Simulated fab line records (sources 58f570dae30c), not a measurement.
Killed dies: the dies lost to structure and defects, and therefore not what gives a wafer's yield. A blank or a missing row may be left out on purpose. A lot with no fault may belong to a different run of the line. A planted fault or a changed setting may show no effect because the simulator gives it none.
fab line records :: flow berkeleyCmos170
[record]
  lots = 15
  wafers = 45
  lastDay = 12
route steps=331 shown NSD@197 CONTACT@229
lots with no fault: from the same line, run without faults
startH: hours from the record's first day to the start of the lot's first wafer shown :: waitH: how many hours have passed since the lot's step before this one :: " the same as in the row above :: L1.1+2: a single row standing in for several wafers :: - no value, or no start was given :: * or withheld: withheld :: < > ~ a bound
route shown NAME@n: names a module that has steps shown in the file, with the first one's number in the route :: usual: the fault-free wafers' mean and standard deviation :: same: alike in all rows :: chamber/n: place in a boat :: sites: per-site readings :: _std_site: their standard deviation :: _edge_site: inner sites' mean taken away from outer sites' mean :: radiusMm: how far each site lies from the wafer's centre :: mask NAME#n: copy n :: behind: the tool/chamber that last shaped the wafer :: hold: what put the lot on hold/how long, in hours/how the hold closed :: device: which transistor (n, p or np) failed to switch :: end of line: the tests these same wafers got at the end of their route :: a step given without rows: its recipe and nothing more :: killed: at the first sort, the dies lost to defects and structure; wafer yield is something else :: map: a wafer's dies, marking killed ones x, the rest . and places with no die _
set.NAME: the setting that was run; set.NAME@STEP: the one run at that earlier step :: model.NAME: the simulator's own value behind a step, which no gauge read
one table for each step of the route and one row for each wafer, over a sample of lots
[[steps]]
[step UCB170_NSD_TW_MEAS_10]
[usual]
  NSD_TW = 4183/38
lot.wafer: L638.2
tool: filmMetro-02
chamber: -
startH: 148.54
waitH: 0.1
NSD_TW: 4242

lot.wafer: L638.3
tool: filmMetro-02
chamber: -
startH: 148.54
waitH: 0.1
NSD_TW: 4202

lot.wafer: L638.4
tool: filmMetro-02
chamber: -
startH: 148.54
waitH: 0.1
NSD_TW: 4253

lot.wafer: L637.1
tool: filmMetro-02
chamber: -
startH: 148.80
waitH: 0.1
NSD_TW: 4223

lot.wafer: L637.2
tool: filmMetro-02
chamber: -
startH: 148.80
waitH: 0.1
NSD_TW: 4236

lot.wafer: L637.5
tool: filmMetro-02
chamber: -
startH: 148.80
waitH: 0.1
NSD_TW: 4240

lot.wafer: L644.2
tool: filmMetro-03
chamber: -
startH: 164.52
waitH: 0.1
NSD_TW: 4164

lot.wafer: L644.4
tool: filmMetro-03
chamber: -
startH: 164.52
waitH: 0.1
NSD_TW: 4144

lot.wafer: L644.6
tool: filmMetro-03
chamber: -
startH: 164.52
waitH: 0.1
NSD_TW: 4134

lot.wafer: L643.3
tool: filmMetro-01
chamber: -
startH: 164.81
waitH: 0.1
NSD_TW: 4186

lot.wafer: L643.4
tool: filmMetro-01
chamber: -
startH: 164.81
waitH: 0.1
NSD_TW: 4180

lot.wafer: L643.5
tool: filmMetro-01
chamber: -
startH: 164.81
waitH: 0.1
NSD_TW: 4194

lot.wafer: L648.1
tool: filmMetro-03
chamber: -
startH: 189.23
waitH: 0.1
NSD_TW: 4156

lot.wafer: L648.4
tool: filmMetro-03
chamber: -
startH: 189.23
waitH: 0.1
NSD_TW: 4132

lot.wafer: L648.5
tool: filmMetro-03
chamber: -
startH: 189.23
waitH: 0.1
NSD_TW: 4169

lot.wafer: L647.1
tool: filmMetro-02
chamber: -
startH: 189.51
waitH: 0.1
NSD_TW: 4243

lot.wafer: L647.3
tool: filmMetro-02
chamber: -
startH: 189.51
waitH: 0.1
NSD_TW: 4228

lot.wafer: L647.6
tool: filmMetro-02
chamber: -
startH: 189.51
waitH: 0.1
NSD_TW: 4240

lot.wafer: L649.1
tool: filmMetro-02
chamber: -
startH: 189.67
waitH: 0.1
NSD_TW: 4240

lot.wafer: L649.4
tool: filmMetro-02
chamber: -
startH: 189.67
waitH: 0.1
NSD_TW: 4221

lot.wafer: L649.6
tool: filmMetro-02
chamber: -
startH: 189.67
waitH: 0.1
NSD_TW: 4204

lot.wafer: L645.1
tool: filmMetro-01
chamber: -
startH: 189.98
waitH: 0.1
NSD_TW: 4165

lot.wafer: L645.2
tool: filmMetro-01
chamber: -
startH: 189.98
waitH: 0.1
NSD_TW: 4183

lot.wafer: L645.5
tool: filmMetro-01
chamber: -
startH: 189.98
waitH: 0.1
NSD_TW: 4168

lot.wafer: L653.1
tool: filmMetro-02
chamber: -
startH: 216.11
waitH: 0.1
NSD_TW: 4206

lot.wafer: L653.5
tool: filmMetro-02
chamber: -
startH: 216.11
waitH: 0.1
NSD_TW: 4207

lot.wafer: L653.6
tool: filmMetro-02
chamber: -
startH: 216.11
waitH: 0.1
NSD_TW: 4242

lot.wafer: L654.2
tool: filmMetro-02
chamber: -
startH: 216.85
waitH: 0.1
NSD_TW: 4205

lot.wafer: L654.3
tool: filmMetro-02
chamber: -
startH: 216.85
waitH: 0.1
NSD_TW: 4219

lot.wafer: L654.6
tool: filmMetro-02
chamber: -
startH: 216.85
waitH: 0.1
NSD_TW: 4229

lot.wafer: L656.1
tool: filmMetro-03
chamber: -
startH: 220.08
waitH: 0.1
NSD_TW: 4151

lot.wafer: L656.4
tool: filmMetro-03
chamber: -
startH: 220.08
waitH: 0.1
NSD_TW: 4170

lot.wafer: L656.5
tool: filmMetro-03
chamber: -
startH: 220.08
waitH: 0.1
NSD_TW: 4156

lot.wafer: L652.1
tool: filmMetro-02
chamber: -
startH: 220.27
waitH: 0.1
NSD_TW: 4222

lot.wafer: L652.2
tool: filmMetro-02
chamber: -
startH: 220.27
waitH: 0.1
NSD_TW: 4222

lot.wafer: L652.5
tool: filmMetro-02
chamber: -
startH: 220.27
waitH: 0.1
NSD_TW: 4212

lot.wafer: L655.1
tool: filmMetro-01
chamber: -
startH: 223.27
waitH: 0.1
NSD_TW: 4181

lot.wafer: L655.2
tool: filmMetro-01
chamber: -
startH: 223.27
waitH: 0.1
NSD_TW: 4187

lot.wafer: L655.6
tool: filmMetro-01
chamber: -
startH: 223.27
waitH: 0.1
NSD_TW: 4162

lot.wafer: L660.3
tool: filmMetro-01
chamber: -
startH: 247.04
waitH: 0.1
NSD_TW: 4180

lot.wafer: L660.4
tool: filmMetro-01
chamber: -
startH: 247.04
waitH: 0.1
NSD_TW: 4151

lot.wafer: L660.6
tool: filmMetro-01
chamber: -
startH: 247.04
waitH: 0.1
NSD_TW: 4184

lot.wafer: L659.1
tool: filmMetro-03
chamber: -
startH: 247.20
waitH: 0.1
NSD_TW: 4169

lot.wafer: L659.5
tool: filmMetro-03
chamber: -
startH: 247.20
waitH: 0.1
NSD_TW: 4166

lot.wafer: L659.6
tool: filmMetro-03
chamber: -
startH: 247.20
waitH: 0.1
NSD_TW: 4150
[step UCB170_CONTACT_PEB_13]
[recipe]
  pebTempC = 130
  pebTimeS = withheld
  resist = KrF
[usual]
  chillPlateTempC = 23.02/0.1
  exhaustPa = 45.0/0.86
lot.wafer: L637.1
tool: lithoTrack-02
chamber: 0
startH: 155.09
waitH: 0.1
chillPlateTempC: 22.99
exhaustPa: 44.9

lot.wafer: L637.2
tool: lithoTrack-02
chamber: 0
startH: 155.09
waitH: 0.1
chillPlateTempC: 22.95
exhaustPa: 45.4

lot.wafer: L637.5
tool: lithoTrack-02
chamber: 0
startH: 155.09
waitH: 0.1
chillPlateTempC: 23.15
exhaustPa: 44.3

lot.wafer: L638.2
tool: lithoTrack-02
chamber: 0
startH: 155.39
waitH: 0.1
chillPlateTempC: 22.96
exhaustPa: 45.3

lot.wafer: L638.3
tool: lithoTrack-02
chamber: 0
startH: 155.39
waitH: 0.1
chillPlateTempC: 22.95
exhaustPa: 45.0

lot.wafer: L638.4
tool: lithoTrack-02
chamber: 0
startH: 155.39
waitH: 0.1
chillPlateTempC: 23.00
exhaustPa: 45.6

lot.wafer: L644.2
tool: lithoTrack-02
chamber: 0
startH: 172.39
waitH: 0.5
chillPlateTempC: 23.12
exhaustPa: 45.0

lot.wafer: L644.4
tool: lithoTrack-02
chamber: 0
startH: 172.39
waitH: 0.5
chillPlateTempC: 22.93
exhaustPa: 45.2

lot.wafer: L644.6
tool: lithoTrack-02
chamber: 0
startH: 172.39
waitH: 0.5
chillPlateTempC: 22.83
exhaustPa: 44.6

lot.wafer: L643.3
tool: lithoTrack-02
chamber: 0
startH: 172.69
waitH: 0.6
chillPlateTempC: 22.91
exhaustPa: 46.2

lot.wafer: L643.4
tool: lithoTrack-02
chamber: 0
startH: 172.69
waitH: 0.6
chillPlateTempC: 22.88
exhaustPa: 46.1

lot.wafer: L643.5
tool: lithoTrack-02
chamber: 0
startH: 172.69
waitH: 0.6
chillPlateTempC: 23.02
exhaustPa: 45.5

lot.wafer: L648.1
tool: lithoTrack-04
chamber: 0
startH: 195.03
waitH: 0.1
chillPlateTempC: 23.04
exhaustPa: 44.7

lot.wafer: L648.4
tool: lithoTrack-04
chamber: 0
startH: 195.03
waitH: 0.1
chillPlateTempC: 23.02
exhaustPa: 44.8

lot.wafer: L648.5
tool: lithoTrack-04
chamber: 0
startH: 195.03
waitH: 0.1
chillPlateTempC: 23.10
exhaustPa: 44.8

lot.wafer: L647.1
tool: lithoTrack-03
chamber: -
startH: 196.68
waitH: 0.2
chillPlateTempC: -
exhaustPa: -

lot.wafer: L647.3
tool: lithoTrack-03
chamber: -
startH: 196.68
waitH: 0.2
chillPlateTempC: -
exhaustPa: -

lot.wafer: L647.6
tool: lithoTrack-03
chamber: -
startH: 196.68
waitH: 0.2
chillPlateTempC: -
exhaustPa: -

lot.wafer: L649.1
tool: lithoTrack-04
chamber: -
startH: 197.21
waitH: 0.5
chillPlateTempC: -
exhaustPa: -

lot.wafer: L649.4
tool: lithoTrack-04
chamber: -
startH: 197.21
waitH: 0.5
chillPlateTempC: -
exhaustPa: -

lot.wafer: L649.6
tool: lithoTrack-04
chamber: -
startH: 197.21
waitH: 0.5
chillPlateTempC: -
exhaustPa: -

lot.wafer: L645.1
tool: lithoTrack-04
chamber: -
startH: 197.48
waitH: 0.5
chillPlateTempC: -
exhaustPa: -

lot.wafer: L645.2
tool: lithoTrack-04
chamber: -
startH: 197.48
waitH: 0.5
chillPlateTempC: -
exhaustPa: -

lot.wafer: L645.5
tool: lithoTrack-04
chamber: -
startH: 197.48
waitH: 0.5
chillPlateTempC: -
exhaustPa: -

lot.wafer: L653.1
tool: lithoTrack-04
chamber: 0
startH: 222.23
waitH: 0.1
chillPlateTempC: 23.01
exhaustPa: 44.3

lot.wafer: L653.5
tool: lithoTrack-04
chamber: 0
startH: 222.23
waitH: 0.1
chillPlateTempC: 23.03
exhaustPa: 46.3

lot.wafer: L653.6
tool: lithoTrack-04
chamber: 0
startH: 222.23
waitH: 0.1
chillPlateTempC: 23.02
exhaustPa: 46.1

lot.wafer: L654.2
tool: lithoTrack-04
chamber: 0
startH: 223.03
waitH: 0.1
chillPlateTempC: 23.03
exhaustPa: 45.7

lot.wafer: L654.3
tool: lithoTrack-04
chamber: 0
startH: 223.03
waitH: 0.1
chillPlateTempC: 23.00
exhaustPa: 44.2

lot.wafer: L654.6
tool: lithoTrack-04
chamber: 0
startH: 223.03
waitH: 0.1
chillPlateTempC: 23.05
exhaustPa: 45.6

lot.wafer: L656.1
tool: lithoTrack-03
chamber: 0
startH: 226.20
waitH: 0.1
chillPlateTempC: 23.07
exhaustPa: 45.3

lot.wafer: L656.4
tool: lithoTrack-03
chamber: 0
startH: 226.20
waitH: 0.1
chillPlateTempC: 23.07
exhaustPa: 45.8

lot.wafer: L656.5
tool: lithoTrack-03
chamber: 0
startH: 226.20
waitH: 0.1
chillPlateTempC: 22.93
exhaustPa: 45.3

lot.wafer: L652.1
tool: lithoTrack-02
chamber: 0
startH: 226.32
waitH: 0.1
chillPlateTempC: 22.98
exhaustPa: 45.7

lot.wafer: L652.2
tool: lithoTrack-02
chamber: 0
startH: 226.32
waitH: 0.1
chillPlateTempC: 22.86
exhaustPa: 45.8

lot.wafer: L652.5
tool: lithoTrack-02
chamber: 0
startH: 226.32
waitH: 0.1
chillPlateTempC: 23.02
exhaustPa: 45.8

lot.wafer: L655.1
tool: lithoTrack-04
chamber: 0
startH: 232.15
waitH: 0.4
chillPlateTempC: 22.89
exhaustPa: 44.8

lot.wafer: L655.2
tool: lithoTrack-04
chamber: 0
startH: 232.15
waitH: 0.4
chillPlateTempC: 22.90
exhaustPa: 46.2

lot.wafer: L655.6
tool: lithoTrack-04
chamber: 0
startH: 232.15
waitH: 0.4
chillPlateTempC: 22.97
exhaustPa: 44.4

lot.wafer: L660.3
tool: lithoTrack-03
chamber: 0
startH: 253.69
waitH: 0.3
chillPlateTempC: 23.07
exhaustPa: 43.8

lot.wafer: L660.4
tool: lithoTrack-03
chamber: 0
startH: 253.69
waitH: 0.3
chillPlateTempC: 23.26
exhaustPa: 44.4

lot.wafer: L660.6
tool: lithoTrack-03
chamber: 0
startH: 253.69
waitH: 0.3
chillPlateTempC: 23.09
exhaustPa: 46.0

lot.wafer: L659.1
tool: lithoTrack-04
chamber: 0
startH: 253.71
waitH: 0.1
chillPlateTempC: 23.13
exhaustPa: 44.4

lot.wafer: L659.5
tool: lithoTrack-04
chamber: 0
startH: 253.71
waitH: 0.1
chillPlateTempC: 23.18
exhaustPa: 44.5

lot.wafer: L659.6
tool: lithoTrack-04
chamber: 0
startH: 253.71
waitH: 0.1
chillPlateTempC: 23.07
exhaustPa: 44.2
[step UCB170_CONTACT_CD_MEAS_15]
[recipe]
  targetCdNm = 700
[usual]
  cdNm = 700.2/1.4
lot.wafer: L637.1
tool: cdSem-01
chamber: -
startH: 155.37
waitH: -
cdNm: 699.9

lot.wafer: L637.2
tool: cdSem-01
chamber: -
startH: 155.37
waitH: -
cdNm: 698.5

lot.wafer: L637.5
tool: cdSem-01
chamber: -
startH: 155.37
waitH: -
cdNm: 699.5

lot.wafer: L638.2
tool: cdSem-01
chamber: -
startH: 155.66
waitH: -
cdNm: 699.6

lot.wafer: L638.3
tool: cdSem-01
chamber: -
startH: 155.66
waitH: -
cdNm: 700.7

lot.wafer: L638.4
tool: cdSem-01
chamber: -
startH: 155.66
waitH: -
cdNm: 700.3

lot.wafer: L644.2
tool: cdSem-01
chamber: -
startH: 172.67
waitH: -
cdNm: 699.6

lot.wafer: L644.4
tool: cdSem-01
chamber: -
startH: 172.67
waitH: -
cdNm: 701.3

lot.wafer: L644.6
tool: cdSem-01
chamber: -
startH: 172.67
waitH: -
cdNm: 700.6

lot.wafer: L643.3
tool: cdSem-02
chamber: -
startH: 172.96
waitH: -
cdNm: 699.9

lot.wafer: L643.4
tool: cdSem-02
chamber: -
startH: 172.96
waitH: -
cdNm: 700.5

lot.wafer: L643.5
tool: cdSem-02
chamber: -
startH: 172.96
waitH: -
cdNm: 701.9

lot.wafer: L648.1
tool: cdSem-01
chamber: -
startH: 195.31
waitH: -
cdNm: 702.4

lot.wafer: L648.4
tool: cdSem-01
chamber: -
startH: 195.31
waitH: -
cdNm: 700.6

lot.wafer: L648.5
tool: cdSem-01
chamber: -
startH: 195.31
waitH: -
cdNm: 702.9

lot.wafer: L647.1
tool: cdSem-02
chamber: -
startH: 196.96
waitH: -
cdNm: -

lot.wafer: L647.3
tool: cdSem-02
chamber: -
startH: 196.96
waitH: -
cdNm: -

lot.wafer: L647.6
tool: cdSem-02
chamber: -
startH: 196.96
waitH: -
cdNm: -

lot.wafer: L649.1
tool: cdSem-01
chamber: -
startH: 197.48
waitH: -
cdNm: -

lot.wafer: L649.4
tool: cdSem-01
chamber: -
startH: 197.48
waitH: -
cdNm: -

lot.wafer: L649.6
tool: cdSem-01
chamber: -
startH: 197.48
waitH: -
cdNm: -

lot.wafer: L645.1
tool: cdSem-02
chamber: -
startH: 197.76
waitH: -
cdNm: -

lot.wafer: L645.2
tool: cdSem-02
chamber: -
startH: 197.76
waitH: -
cdNm: -

lot.wafer: L645.5
tool: cdSem-02
chamber: -
startH: 197.76
waitH: -
cdNm: -

lot.wafer: L653.1
tool: cdSem-02
chamber: -
startH: 222.51
waitH: -
cdNm: 700.0

lot.wafer: L653.5
tool: cdSem-02
chamber: -
startH: 222.51
waitH: -
cdNm: 698.8

lot.wafer: L653.6
tool: cdSem-02
chamber: -
startH: 222.51
waitH: -
cdNm: 698.5

lot.wafer: L654.2
tool: cdSem-02
chamber: -
startH: 223.30
waitH: -
cdNm: 699.9

lot.wafer: L654.3
tool: cdSem-02
chamber: -
startH: 223.30
waitH: -
cdNm: 701.3

lot.wafer: L654.6
tool: cdSem-02
chamber: -
startH: 223.30
waitH: -
cdNm: 700.7

lot.wafer: L656.1
tool: cdSem-02
chamber: -
startH: 226.47
waitH: -
cdNm: 701.0

lot.wafer: L656.4
tool: cdSem-02
chamber: -
startH: 226.47
waitH: -
cdNm: 702.4

lot.wafer: L656.5
tool: cdSem-02
chamber: -
startH: 226.47
waitH: -
cdNm: 702.0

lot.wafer: L652.1
tool: cdSem-01
chamber: -
startH: 226.59
waitH: -
cdNm: 700.8

lot.wafer: L652.2
tool: cdSem-01
chamber: -
startH: 226.59
waitH: -
cdNm: 699.9

lot.wafer: L652.5
tool: cdSem-01
chamber: -
startH: 226.59
waitH: -
cdNm: 701.2

lot.wafer: L655.1
tool: cdSem-01
chamber: -
startH: 232.57
waitH: -
cdNm: 699.0

lot.wafer: L655.2
tool: cdSem-01
chamber: -
startH: 232.57
waitH: -
cdNm: 699.1

lot.wafer: L655.6
tool: cdSem-01
chamber: -
startH: 232.57
waitH: -
cdNm: 699.4

lot.wafer: L660.3
tool: cdSem-02
chamber: -
startH: 253.95
waitH: -
cdNm: 699.8

lot.wafer: L660.4
tool: cdSem-02
chamber: -
startH: 253.95
waitH: -
cdNm: 699.1

lot.wafer: L660.6
tool: cdSem-02
chamber: -
startH: 253.95
waitH: -
cdNm: 697.7

lot.wafer: L659.1
tool: cdSem-02
chamber: -
startH: 254.03
waitH: -
cdNm: 703.6

lot.wafer: L659.5
tool: cdSem-02
chamber: -
startH: 254.03
waitH: -
cdNm: 703.3

lot.wafer: L659.6
tool: cdSem-02
chamber: -
startH: 254.03
waitH: -
cdNm: 703.3
[step UCB170_CONTACT_CD_MEAS_90]
[recipe]
  targetCdNm = 700
[usual]
  cdNm = 700.1/1.8
lot.wafer: L637.1
tool: cdSem-02
chamber: -
startH: 155.79
waitH: 0.1
cdNm: 700.4

lot.wafer: L637.2
tool: cdSem-02
chamber: -
startH: 155.79
waitH: 0.1
cdNm: 697.7

lot.wafer: L637.5
tool: cdSem-02
chamber: -
startH: 155.79
waitH: 0.1
cdNm: 698.1

lot.wafer: L638.2
tool: cdSem-02
chamber: -
startH: 156.09
waitH: 0.1
cdNm: 700.6

lot.wafer: L638.3
tool: cdSem-02
chamber: -
startH: 156.09
waitH: 0.1
cdNm: 700.3

lot.wafer: L638.4
tool: cdSem-02
chamber: -
startH: 156.09
waitH: 0.1
cdNm: 701.1

lot.wafer: L644.2
tool: cdSem-01
chamber: -
startH: 173.09
waitH: 0.1
cdNm: 699.8

lot.wafer: L644.4
tool: cdSem-01
chamber: -
startH: 173.09
waitH: 0.1
cdNm: 700.6

lot.wafer: L644.6
tool: cdSem-01
chamber: -
startH: 173.09
waitH: 0.1
cdNm: 700.2

lot.wafer: L643.3
tool: cdSem-02
chamber: -
startH: 173.38
waitH: 0.1
cdNm: 697.8

lot.wafer: L643.4
tool: cdSem-02
chamber: -
startH: 173.38
waitH: 0.1
cdNm: 699.7

lot.wafer: L643.5
tool: cdSem-02
chamber: -
startH: 173.38
waitH: 0.1
cdNm: 701.7

lot.wafer: L648.1
tool: cdSem-01
chamber: -
startH: 195.73
waitH: 0.1
cdNm: 700.2

lot.wafer: L648.4
tool: cdSem-01
chamber: -
startH: 195.73
waitH: 0.1
cdNm: 697.9

lot.wafer: L648.5
tool: cdSem-01
chamber: -
startH: 195.73
waitH: 0.1
cdNm: 704.8

lot.wafer: L647.1
tool: cdSem-02
chamber: -
startH: 197.38
waitH: 0.1
cdNm: -

lot.wafer: L647.3
tool: cdSem-02
chamber: -
startH: 197.38
waitH: 0.1
cdNm: -

lot.wafer: L647.6
tool: cdSem-02
chamber: -
startH: 197.38
waitH: 0.1
cdNm: -

lot.wafer: L649.1
tool: cdSem-01
chamber: -
startH: 197.91
waitH: 0.1
cdNm: -

lot.wafer: L649.4
tool: cdSem-01
chamber: -
startH: 197.91
waitH: 0.1
cdNm: -

lot.wafer: L649.6
tool: cdSem-01
chamber: -
startH: 197.91
waitH: 0.1
cdNm: -

lot.wafer: L645.1
tool: cdSem-01
chamber: -
startH: 198.18
waitH: 0.1
cdNm: -

lot.wafer: L645.2
tool: cdSem-01
chamber: -
startH: 198.18
waitH: 0.1
cdNm: -

lot.wafer: L645.5
tool: cdSem-01
chamber: -
startH: 198.18
waitH: 0.1
cdNm: -

lot.wafer: L653.1
tool: cdSem-01
chamber: -
startH: 222.93
waitH: 0.1
cdNm: 698.2

lot.wafer: L653.5
tool: cdSem-01
chamber: -
startH: 222.93
waitH: 0.1
cdNm: 696.8

lot.wafer: L653.6
tool: cdSem-01
chamber: -
startH: 222.93
waitH: 0.1
cdNm: 696.7

lot.wafer: L654.2
tool: cdSem-01
chamber: -
startH: 223.72
waitH: 0.1
cdNm: 699.4

lot.wafer: L654.3
tool: cdSem-01
chamber: -
startH: 223.72
waitH: 0.1
cdNm: 700.9

lot.wafer: L654.6
tool: cdSem-01
chamber: -
startH: 223.72
waitH: 0.1
cdNm: 700.5

lot.wafer: L656.1
tool: cdSem-02
chamber: -
startH: 226.90
waitH: 0.1
cdNm: 701.2

lot.wafer: L656.4
tool: cdSem-02
chamber: -
startH: 226.90
waitH: 0.1
cdNm: 702.8

lot.wafer: L656.5
tool: cdSem-02
chamber: -
startH: 226.90
waitH: 0.1
cdNm: 703.0

lot.wafer: L652.1
tool: cdSem-01
chamber: -
startH: 227.01
waitH: 0.1
cdNm: 701.1

lot.wafer: L652.2
tool: cdSem-01
chamber: -
startH: 227.01
waitH: 0.1
cdNm: 699.7

lot.wafer: L652.5
tool: cdSem-01
chamber: -
startH: 227.01
waitH: 0.1
cdNm: 701.2

lot.wafer: L655.1
tool: cdSem-01
chamber: -
startH: 233.01
waitH: 0.1
cdNm: 700.2

lot.wafer: L655.2
tool: cdSem-01
chamber: -
startH: 233.01
waitH: 0.1
cdNm: 698.8

lot.wafer: L655.6
tool: cdSem-01
chamber: -
startH: 233.01
waitH: 0.1
cdNm: 700.7

lot.wafer: L660.3
tool: cdSem-02
chamber: -
startH: 254.42
waitH: 0.1
cdNm: 699.8

lot.wafer: L660.4
tool: cdSem-02
chamber: -
startH: 254.42
waitH: 0.1
cdNm: 700.3

lot.wafer: L660.6
tool: cdSem-02
chamber: -
startH: 254.42
waitH: 0.1
cdNm: 698.7

lot.wafer: L659.1
tool: cdSem-02
chamber: -
startH: 254.50
waitH: 0.1
cdNm: 702.4

lot.wafer: L659.5
tool: cdSem-02
chamber: -
startH: 254.50
waitH: 0.1
cdNm: 704.3

lot.wafer: L659.6
tool: cdSem-02
chamber: -
startH: 254.50
waitH: 0.1
cdNm: 703.3
[[key]]
[firstSign]
  step = UCB170_CONTACT_PEB_13
  reading = toolRecord
  direction = missing
effect none on later readings
metAt UCB170_CONTACT_PEB_13
struckLots L645,L647,L649
laterRowsLeftOut L645.1,L645.2,L645.5,L647.1,L647.3,L647.6,L649.1,L649.4,L649.6
sortLeftOut L645.1,L645.2,L645.5,L647.1,L647.3,L647.6,L649.1,L649.4,L649.6
testerLeftOut L645,L647,L649
notActingAt UCB170_NSD_TW_MEAS_10,UCB170_CONTACT_CD_MEAS_15,UCB170_CONTACT_CD_MEAS_90
onsetBetween 195.03 196.68
[fault]
  kind = skippedStepWhole
  tool = lithoTrack-03,lithoTrack-04
  chamber = -
  onsetH = 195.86
  steps = UCB170_CONTACT_PEB_13
  scope = struckLotsOnly
// testerLeftOut: of these lots the tester's yield and bins aren't shown, on N5 and GAA mostly nor the transistor test; their killed dies are dies lost to structure and defects alone, not to doping, threshold or leakage, so they don't give the yield
// sortLeftOut: the simulated sort isn't trusted on such a fault, so these wafers' sort isn't shown, and their yield isn't known
// laterRowsLeftOut: the simulator's readings of these wafers behind a module that went badly wrong aren't trusted and aren't shown, but for the sort
